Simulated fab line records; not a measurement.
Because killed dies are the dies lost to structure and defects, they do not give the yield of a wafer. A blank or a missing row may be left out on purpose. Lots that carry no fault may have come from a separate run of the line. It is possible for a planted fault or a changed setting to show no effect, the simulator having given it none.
A struck lot beside a sound one || flow berkeley cmos170 || 11 out of 331 route steps
Sound: the wafers L848.1, L848.3, L848.4. The struck wafers were L858.1, L858.5, L858.6. Last of all comes the cause.
For every step that has rows: the tool of each side, followed by ch and its chambers, followed by its first start. Under that, the readings that differ: sound wafers || struck wafers || difference of the means || sigmas: that difference in standard deviations of wafers without a fault.
alike: a reading whose means differ by less than 2 such deviations, as well as words and numbers matching on both sides. not compared: withheld readings; readings where some wafer has no value; bounds like >300 that might hide an equal value; numbers whose values overlap and for which the record gives no deviation.
Wherever a step has rows on one side only, a row that says differs or no value, or a row with sigmas, the two part there. Numbers that don't overlap but have no deviation are shown without sigmas and don't part them. Lack of a reading on every wafer of one side parts them only where that side has two or more wafers.

UCB170_START_BOW_MEAS_00:
  sound: film metro-02 at day 1 15:00; struck: film metro-04 at day 3 17:00
  alike: INCOMING_BOW
then, 2 steps without rows for these wafers: UCB170_START_CLEAN_01 (cleans in dHF, time 60 s); UCB170_START_OXIDATION_02 (target thk 20 nm, ox time 1800 s).
UCB170_START_THK_MEAS_03:
  sound: film metro-02 at day 1 17:07; struck: film metro-03 at day 3 21:18
  alike: START_OXIDE_THK
then, 5 steps without rows for these wafers: UCB170_START_ANNEAL_04 (time 1200 s); UCB170_ZERO_HMDS_00 (prime time 60 s); UCB170_ZERO_COAT_01 (resist thk 900 nm); UCB170_ZERO_SOFTBAKE_02 (time 60 s); UCB170_ZERO_EXPOSE_03 (exposes mask PM MARKS, target cd 4000 nm).
UCB170_ZERO_PEB_04:
  struck on litho track-01, day 4 05:23; sound on litho track-01 ch 0, day 2 02:26
  no value came back on the struck wafers for chill plate temp C (C), exhaust pa (Pa); on the sound wafers chill plate temp C (C) reads 23.03 22.99 23.22
then, 1 step without rows for these wafers: UCB170_ZERO_DEVELOP_05 (develop time 45 s).

== WHERE THEY PART ==
Only at UCB170_ZERO_PEB_04, within this record.

WHY: whatever the simulator had introduced
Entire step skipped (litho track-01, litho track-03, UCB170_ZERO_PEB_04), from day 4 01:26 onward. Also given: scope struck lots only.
